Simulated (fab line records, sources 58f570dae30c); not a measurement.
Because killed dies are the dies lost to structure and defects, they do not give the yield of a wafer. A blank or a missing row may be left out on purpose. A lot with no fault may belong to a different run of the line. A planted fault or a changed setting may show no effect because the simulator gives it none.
Which tool is to blame?	flow berkeley_cmos170	14 lots with 42 wafers sampled at 4 steps, on a route of 331 steps

WHAT EACH GAUGE READ, for each wafer
UCB170_SACOX_THK_MEAS_02. Usual: SACOX_OXIDE_THK typically reads 14.34 nm, with standard deviation 0.29.
lot	measured	on	SACOX_OXIDE_THK (nm)	flag
L194	day 5 17:22	film_metro-01	14.23 14.50 14.25	
L195	day 6 06:20	film_metro-04	14.58 14.63 14.76	
L196	day 6 06:20	film_metro-02	14.24 14.37 14.27	
L199	day 6 23:05	film_metro-02	14.35 14.42 14.24	
L198	day 6 23:06	film_metro-04	14.35 14.03 14.17	
L200	day 6 23:06	film_metro-01	14.71 14.78 14.61	
L202	day 7 07:53	film_metro-01	14.27 14.07 14.04	
L204	day 8 05:57	film_metro-01	14.39 14.36 14.41	
L207	day 8 17:40	film_metro-01	14.18 14.22 14.18	
L210	day 10 02:57	film_metro-01	15.17 15.06 14.99	
L211	day 10 02:57	film_metro-02	14.40 14.41 14.47	
L213	day 10 02:57	film_metro-04	14.15 14.01 14.00	
L214	day 10 03:02	film_metro-01	14.45 14.35 14.32	
L215	day 10 21:34	film_metro-02	14.13 13.93 14.13	

UCB170_SDANNEAL_RS_MEAS_03: a four-point-probe measurement. Usual: NSD_RS typically reads 37.27 ohm/sq, with standard deviation 0.083.
lot	measured	on	NSD_RS (ohm/sq)	flag
L194	day 7 18:01	film_metro-01	37.19 37.19 37.23	
L195	day 8 01:57	film_metro-01	37.22 37.21 37.28	
L196	day 8 01:44	film_metro-02	37.42 37.29 37.44	
L199	day 9 02:34	film_metro-01	37.26 37.16 37.11	
L198	day 9 02:17	film_metro-03	37.28 37.34 37.27	
L200	day 9 02:02	film_metro-02	37.31 37.30 37.31	
L202	day 9 11:33	film_metro-02	37.29 37.34 37.34	
L204	day 10 11:03	film_metro-01	37.22 37.25 37.21	
L207	day 10 19:22	film_metro-02	38.05 38.11 38.07	OFF
L210	day 12 01:03	film_metro-02	37.39 37.43 37.40	
L211	day 12 00:52	film_metro-03	38.00 38.06 38.08	OFF
L213	day 12 00:03	film_metro-03	37.28 37.28 37.26	
L214	day 12 00:27	film_metro-02	37.11 37.19 37.06	
L215	day 13 06:27	film_metro-02	37.23 37.33 37.36	

WHICH TOOL RAN EACH LOT (tool, then ch and the chambers of the sampled wafers, then the start)
lot	UCB170_NSD_IMPLANT_08	UCB170_NSD_STRIP_09
L194	implanter-02 ch 0, day 7 16:01	plasma_asher-03 ch 0,1, day 7 16:10
L195	implanter-01 ch 0, day 8 00:08	plasma_asher-04 ch 0,1, day 8 00:17
L196	implanter-02 ch 0, day 8 00:02	plasma_asher-03 ch 0,1, day 8 00:10
L199	implanter-01 ch 0, day 9 01:05	plasma_asher-04 ch 0,1, day 9 01:14
L198	implanter-02 ch 0, day 9 00:49	plasma_asher-03 ch 0,1, day 9 00:57
L200	implanter-01 ch 0, day 9 00:35	plasma_asher-01 ch 0,1, day 9 00:43
L202	implanter-01 ch 0, day 9 10:06	plasma_asher-03 ch 0,1, day 9 10:14
L204	implanter-02 ch 0, day 10 09:36	plasma_asher-04 ch 0,1, day 10 09:43
L207	implanter-02 ch 0, day 10 17:39	plasma_asher-04 ch 0,1, day 10 17:47
L210	implanter-01 ch 0, day 11 23:05	plasma_asher-03 ch 0, day 11 23:14
L211	implanter-02 ch 0, day 11 22:56	plasma_asher-01 ch 0,1, day 11 23:05
L213	implanter-01 ch 0, day 11 22:32	plasma_asher-04 ch 1, day 11 22:41
L214	implanter-01 ch 0, day 11 22:52	plasma_asher-03 ch 0,1, day 11 23:00
L215	implanter-03 ch 0, day 13 04:53	plasma_asher-01 ch 0,1, day 13 05:02
- UCB170_NSD_IMPLANT_08
- UCB170_NSD_STRIP_09: strips in O2.

AS READ BY THE TOOLS THEMSELVES (means over the sampled wafers that have a number; for cases with no such wafer, the mark the record gives instead)
UCB170_NSD_IMPLANT_08. Usual: dose_ions_cm2 2.9999e+15, standard deviation 2.9e+12; faraday_current_uA 9242, standard deviation 170.
lot	tool	dose_ions_cm2	faraday_current_uA	flag
L194	implanter-02	3.0015e+15	9467	
L195	implanter-01	3.0010e+15	9302	
L196	implanter-02	2.9998e+15	9398	
L199	implanter-01	2.9968e+15	9251	
L198	implanter-02	3.0009e+15	9229	
L200	implanter-01	3.0052e+15	9181	
L202	implanter-01	2.9979e+15	9148	
L204	implanter-02	2.9975e+15	9364	
L207	implanter-02	2.8627e+15	8937	OFF
L210	implanter-01	3.0002e+15	9342	
L211	implanter-02	2.8640e+15	8702	OFF
L213	implanter-01	2.9996e+15	9431	
L214	implanter-01	3.0000e+15	9339	
L215	implanter-03	3.0009e+15	9223	

UCB170_NSD_STRIP_09. Usual: drypump_motor_current_A 5.7 A, standard deviation 0.42; o2_flow_sccm 400.2 sccm, standard deviation 1.2; oes_product_au 0.534 a.u., standard deviation 0.0049; strip_time_to_endpoint_s 35.81 s, standard deviation 0.078.
lot	tool	drypump_motor_current_A (A)	o2_flow_sccm (sccm)	oes_product_au (a.u.)	strip_time_to_endpoint_s (s)	flag
L194	plasma_asher-03	6.0	398.4	0.529	35.92	
L195	plasma_asher-04	5.5	400.0	0.536	35.88	
L196	plasma_asher-03	5.7	399.7	0.536	35.70	
L199	plasma_asher-04	5.5	399.9	0.533	35.82	
L198	plasma_asher-03	6.0	400.4	0.539	35.84	
L200	plasma_asher-01	5.6	400.1	0.533	35.77	
L202	plasma_asher-03	5.7	401.0	0.532	35.82	
L204	plasma_asher-04	5.5	400.8	0.541	35.85	
L207	plasma_asher-04	5.4	399.0	0.536	35.37	OFF
L210	plasma_asher-03	5.2	401.3	0.533	35.64	
L211	plasma_asher-01	5.6	400.8	0.544	35.48	OFF
L213	plasma_asher-04	5.6	399.5	0.534	35.90	
L214	plasma_asher-03	5.7	400.5	0.533	35.84	
L215	plasma_asher-01	5.6	400.5	0.536	35.82	

THE ANSWER, worked out from the rows above alone
Rule: lot off if the mean of its wafers having a number is beyond 3 standard deviations from the usual mean. A lot without any number at a reading at which 4 lots or more have one is off too. Any other lot the step has rows for is counted as sound. The gauges are gone through in route order, then the tools' own readings, and for those a lot's mean is taken as printed above. At the first step where some lot is off, the reading lying furthest off is the one used; lots without a number count as furthest.
Off: L207, L211, at UCB170_SDANNEAL_RS_MEAS_03 (NSD_RS).
If a tool, at a process step before that reading, ran all the lots that are off and no sound lot after the first of them, it fits. Not tried: the gauges at UCB170_SDANNEAL_RS_MEAS_03; whatever is off there is also off at UCB170_NSD_IMPLANT_08, on other tools, and gauge error can't account for it. One fits: implanter-02 at UCB170_NSD_IMPLANT_08. A fault onset in the window from L204 (day 10 09:36, its last sound lot) to L207 (day 10 17:39, its first lot off) fits.
The tool's own readings at UCB170_NSD_IMPLANT_08 bear it out: on the lots that are off they differ by more than 5 times the standard deviation of the sound lots' means. dose_ions_cm2 reads 2.8634e+15 there against 3.0001e+15 on the sound lots; faraday_current_uA reads 8820 there against 9306 on the sound lots.

WHAT THE SIMULATOR HAD INSERTED
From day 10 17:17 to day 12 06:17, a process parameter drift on implanter-02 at UCB170_NSD_IMPLANT_08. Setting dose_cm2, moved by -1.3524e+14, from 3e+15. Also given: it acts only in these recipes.
Shown lots that were struck: L207, L211. The same result came from the rule above.
